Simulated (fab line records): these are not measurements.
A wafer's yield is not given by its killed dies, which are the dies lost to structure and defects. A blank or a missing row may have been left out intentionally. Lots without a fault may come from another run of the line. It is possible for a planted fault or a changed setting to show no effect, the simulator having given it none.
Code-filled problem report in 8D (eight disciplines) form ; flow ritCmos ; the parts of the form that need people (team, actions taken, sign-off) are left out

== 1. THE PROBLEM ==
Wafers without a fault read 0.815 a.u., standard deviation 0.014; oesProductAu at RIT_ACTIVE_ETCH_13 reads a mean of 0.903 a.u. on 2 wafers belonging to 2 lots. Measured from the usual mean, that is +6.3 standard deviations.
The step: etches Si3N4 in SF6, stops on SiO2, time 210 s, target depth 210 nm.
Earliest sighting: wafer L818.1 on rieDiel-01 at day 4 13:09. The record has a number at this step for 18 wafers belonging to 6 lots. The rule behind "out" and "out of limits": a value lying over 4 standard deviations away from the usual mean. The rest of the wafers with a number are treated as sound.

== 2. WHAT IT IS, AND WHAT IT ISN'T ==
question;is;is not
which readings at this step;oesProductAu;chamberPressureMTorr, drypumpMotorCurrentA, rfFwdPowerW, throttleValvePct
which lots;L818, L822;L807, L814, L823, L824
which wafers of those lots;L818.1, L822.1;L818.2, L818.6, L822.3, L822.5
read on which tools;rieDiel-01;rieDiel-02, rieDiel-04
when;from day 4 13:09;"up to then (8 sound wafers); but 8 sound wafers of L822, L823, L824 came after"

== 3. THE SUSPECTS, EACH WITH WHAT RULES IT OUT ==
Counting: any tool at a process step up to the reading remains a suspect provided it ran every lot that is out. Sound lots after the first of them don't rule it out here, since some wafers of a struck lot are sound.
- rieDiel-01 at RIT_ACTIVE_ETCH_13 (etches Si3N4 in SF6, stops on SiO2, time 210 s, target depth 210 nm): kept. It processed each lot that is out (first: L818, day 4 13:09); up to then, its last sound lot is L807 (day 2 06:36). Out on those wafers are its own readings of oesProductAu.
- Within rieDiel-01 at RIT_ACTIVE_ETCH_13: the wafers that are out ran in chamber 3; their sound lot-mates ran in chambers 0, 1, 2.
Remaining after the count: rieDiel-01 at RIT_ACTIVE_ETCH_13.

== 4. THE CAUSE (what the simulator had put in) ==
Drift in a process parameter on rieDiel-01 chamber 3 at RIT_ACTIVE_ETCH_13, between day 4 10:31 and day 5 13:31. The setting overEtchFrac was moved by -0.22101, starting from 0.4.
Counting left only this tool.

== 5. THE CHAIN OF EFFECTS, in route order ==
One row per reading whose mean, taken over the struck wafers that have a number, lies over 3 standard deviations from the usual. Scope: only readings with a usual standard deviation given in the record; hours: median across lots of the time from each lot's start at the first step in this table that gives one to its start at this step; sigmas: change in usual standard deviations.
hours;step;reading;usual;on struck wafers;change;sigmas
0;RIT_ACTIVE_ETCH_13;oesProductAu;0.815 a.u.;0.903;+0.088;+6.3
Here are the process steps it includes:
- RIT_ACTIVE_ETCH_13: etches Si3N4 in SF6, stops on SiO2, time 210 s, target depth 210 nm.

== 6. HOW IT WOULD HAVE BEEN CAUGHT EARLIER ==
First out-of-limits reading in this record: day 4 13:09, which is 3 hours after fault onset at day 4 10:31.
